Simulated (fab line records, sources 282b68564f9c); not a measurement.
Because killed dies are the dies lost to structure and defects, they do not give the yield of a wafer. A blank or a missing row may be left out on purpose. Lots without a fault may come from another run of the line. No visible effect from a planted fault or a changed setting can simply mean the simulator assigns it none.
Split-lot study || flow ritCmos || 5 lots, 23 wafers read, on a route of 202 steps

THE SPLIT
At RIT_ACTIVE_ETCH_13 (etches Si3N4 in SF6, stops on SiO2, time 210 s, target depth 210 nm), the setting timeS was moved away from the recipe's 210 s on 8 of the 23 wafers read, by -12.1% to -4.5%. For the rest of the wafers, this setting stayed at what the recipe calls for.

Reading taken at the split's own step.

THE READING
NOVOLAK_of_ACTIVE_COAT_06.thkNm (the simulator's own value, which no gauge read), in nm, at RIT_ACTIVE_ETCH_13 (etches Si3N4 in SF6, stops on SiO2, time 210 s, target depth 210 nm). There is no usual value for it anywhere in the file. Here, 15 wafers ran the recipe; their average is 661.0 nm with a standard deviation of 3.5 nm.

{"wafer": "L075.1", "tool, chamber at the split": "rieDiel-04, 3", "timeS as run, s": 210, "against the recipe": "recipe", "NOVOLAK_of_ACTIVE_COAT_06.thkNm, nm": 659, "against lot-mates on the recipe": "-"}
{"wafer": "L075.3", "tool, chamber at the split": "rieDiel-04, 0", "timeS as run, s": 210, "against the recipe": "recipe", "NOVOLAK_of_ACTIVE_COAT_06.thkNm, nm": 662.7, "against lot-mates on the recipe": "-"}
{"wafer": "L075.4", "tool, chamber at the split": "rieDiel-04, 3", "timeS as run, s": 184.5, "against the recipe": "-12.1%", "NOVOLAK_of_ACTIVE_COAT_06.thkNm, nm": 693.2, "against lot-mates on the recipe": "+32.4"}
{"wafer": "L075.5", "tool, chamber at the split": "rieDiel-04, 1", "timeS as run, s": 184.5, "against the recipe": "-12.1%", "NOVOLAK_of_ACTIVE_COAT_06.thkNm, nm": 683.8, "against lot-mates on the recipe": "+22.9"}
{"wafer": "L075.6", "tool, chamber at the split": "rieDiel-04, 0", "timeS as run, s": 184.5, "against the recipe": "-12.1%", "NOVOLAK_of_ACTIVE_COAT_06.thkNm, nm": 691.5, "against lot-mates on the recipe": "+30.6"}
{"wafer": "L076.1", "tool, chamber at the split": "rieDiel-04, 1", "timeS as run, s": 210, "against the recipe": "recipe", "NOVOLAK_of_ACTIVE_COAT_06.thkNm, nm": 653.6, "against lot-mates on the recipe": "-"}
{"wafer": "L076.2", "tool, chamber at the split": "rieDiel-04, 0", "timeS as run, s": 210, "against the recipe": "recipe", "NOVOLAK_of_ACTIVE_COAT_06.thkNm, nm": 660.6, "against lot-mates on the recipe": "-"}
{"wafer": "L076.3", "tool, chamber at the split": "rieDiel-04, 3", "timeS as run, s": 210, "against the recipe": "recipe", "NOVOLAK_of_ACTIVE_COAT_06.thkNm, nm": 661, "against lot-mates on the recipe": "-"}
{"wafer": "L076.4", "tool, chamber at the split": "rieDiel-04, 3", "timeS as run, s": 210, "against the recipe": "recipe", "NOVOLAK_of_ACTIVE_COAT_06.thkNm, nm": 660.8, "against lot-mates on the recipe": "-"}
{"wafer": "L076.5", "tool, chamber at the split": "rieDiel-04, 0", "timeS as run, s": 210, "against the recipe": "recipe", "NOVOLAK_of_ACTIVE_COAT_06.thkNm, nm": 662.4, "against lot-mates on the recipe": "-"}
{"wafer": "L079.1", "tool, chamber at the split": "rieDiel-01, 3", "timeS as run, s": 210, "against the recipe": "recipe", "NOVOLAK_of_ACTIVE_COAT_06.thkNm, nm": 665.6, "against lot-mates on the recipe": "-"}
{"wafer": "L079.2", "tool, chamber at the split": "rieDiel-01, 2", "timeS as run, s": 194, "against the recipe": "-7.6%", "NOVOLAK_of_ACTIVE_COAT_06.thkNm, nm": 674.6, "against lot-mates on the recipe": "+11.8"}
{"wafer": "L079.3", "tool, chamber at the split": "rieDiel-01, 0", "timeS as run, s": 194, "against the recipe": "-7.6%", "NOVOLAK_of_ACTIVE_COAT_06.thkNm, nm": 673.7, "against lot-mates on the recipe": "+10.9"}
{"wafer": "L079.5", "tool, chamber at the split": "rieDiel-01, 3", "timeS as run, s": 210, "against the recipe": "recipe", "NOVOLAK_of_ACTIVE_COAT_06.thkNm, nm": 664.4, "against lot-mates on the recipe": "-"}
{"wafer": "L079.6", "tool, chamber at the split": "rieDiel-01, 2", "timeS as run, s": 210, "against the recipe": "recipe", "NOVOLAK_of_ACTIVE_COAT_06.thkNm, nm": 658.4, "against lot-mates on the recipe": "-"}
{"wafer": "L082.1", "tool, chamber at the split": "rieDiel-04, 3", "timeS as run, s": 200.5, "against the recipe": "-4.5%", "NOVOLAK_of_ACTIVE_COAT_06.thkNm, nm": 671.2, "against lot-mates on the recipe": "+11.9"}
{"wafer": "L082.2", "tool, chamber at the split": "rieDiel-04, 1", "timeS as run, s": 210, "against the recipe": "recipe", "NOVOLAK_of_ACTIVE_COAT_06.thkNm, nm": 656.3, "against lot-mates on the recipe": "-"}
{"wafer": "L082.3", "tool, chamber at the split": "rieDiel-04, 0", "timeS as run, s": 210, "against the recipe": "recipe", "NOVOLAK_of_ACTIVE_COAT_06.thkNm, nm": 662.3, "against lot-mates on the recipe": "-"}
{"wafer": "L082.4", "tool, chamber at the split": "rieDiel-04, 2", "timeS as run, s": 200.5, "against the recipe": "-4.5%", "NOVOLAK_of_ACTIVE_COAT_06.thkNm, nm": 665.4, "against lot-mates on the recipe": "+6.1"}
{"wafer": "L082.6", "tool, chamber at the split": "rieDiel-04, 2", "timeS as run, s": 200.5, "against the recipe": "-4.5%", "NOVOLAK_of_ACTIVE_COAT_06.thkNm, nm": 670.8, "against lot-mates on the recipe": "+11.5"}
{"wafer": "L085.1", "tool, chamber at the split": "rieDiel-04, 0", "timeS as run, s": 210, "against the recipe": "recipe", "NOVOLAK_of_ACTIVE_COAT_06.thkNm, nm": 662.7, "against lot-mates on the recipe": "-"}
{"wafer": "L085.5", "tool, chamber at the split": "rieDiel-04, 2", "timeS as run, s": 210, "against the recipe": "recipe", "NOVOLAK_of_ACTIVE_COAT_06.thkNm, nm": 657.4, "against lot-mates on the recipe": "-"}
{"wafer": "L085.6", "tool, chamber at the split": "rieDiel-04, 0", "timeS as run, s": 210, "against the recipe": "recipe", "NOVOLAK_of_ACTIVE_COAT_06.thkNm, nm": 667.2, "against lot-mates on the recipe": "-"}

FIT RESULTS
A straight line over all 23 wafers: NOVOLAK_of_ACTIVE_COAT_06.thkNm changes by -2.22 nm for each +1% of timeS; r = -0.94; the points scatter about the line by 3.8 nm.
The same after taking each lot's own level away (the mean of its wafers on the recipe; 23 wafers): -2.2 nm for each +1%; r = -0.94; scatter 3.7 nm.
That fit puts the effect of the largest move of timeS on the reading at 27 nm.
Across the lots, their own levels run from 659.30 to 662.80 nm, a range of 1.0 times the standard deviation given above.
Consequently the slope shifts little with the lot-to-lot level, the two slopes agreeing.
Check: with one of the wafers moved furthest among these (-12.1%) left out of the fit, the line predicts +24.6 nm for it against its lot-mates. It came out at +32.4 nm against them.

THE OTHER SPLITS THESE WAFERS WENT THROUGH
Other splits were also applied to these wafers ahead of the reading. Each is held against what the fit with the lots' levels taken away leaves over:
{"other split on the same wafers": "RIT_ACTIVE_CVD_03 timeS", "wafers away from the commonest value": 18, "r with NOVOLAK_of_ACTIVE_COAT_06.thkNm (lot level and that fit taken away)": "+0.23"}
{"other split on the same wafers": "RIT_ACTIVE_DEVELOP_10 developTimeS", "wafers away from the commonest value": 5, "r with NOVOLAK_of_ACTIVE_COAT_06.thkNm (lot level and that fit taken away)": -0.12}

FILE'S OWN FIT
NOVOLAK_of_ACTIVE_COAT_06.thkNm changes by -2.12 nm for each +1% of timeS, r = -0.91.
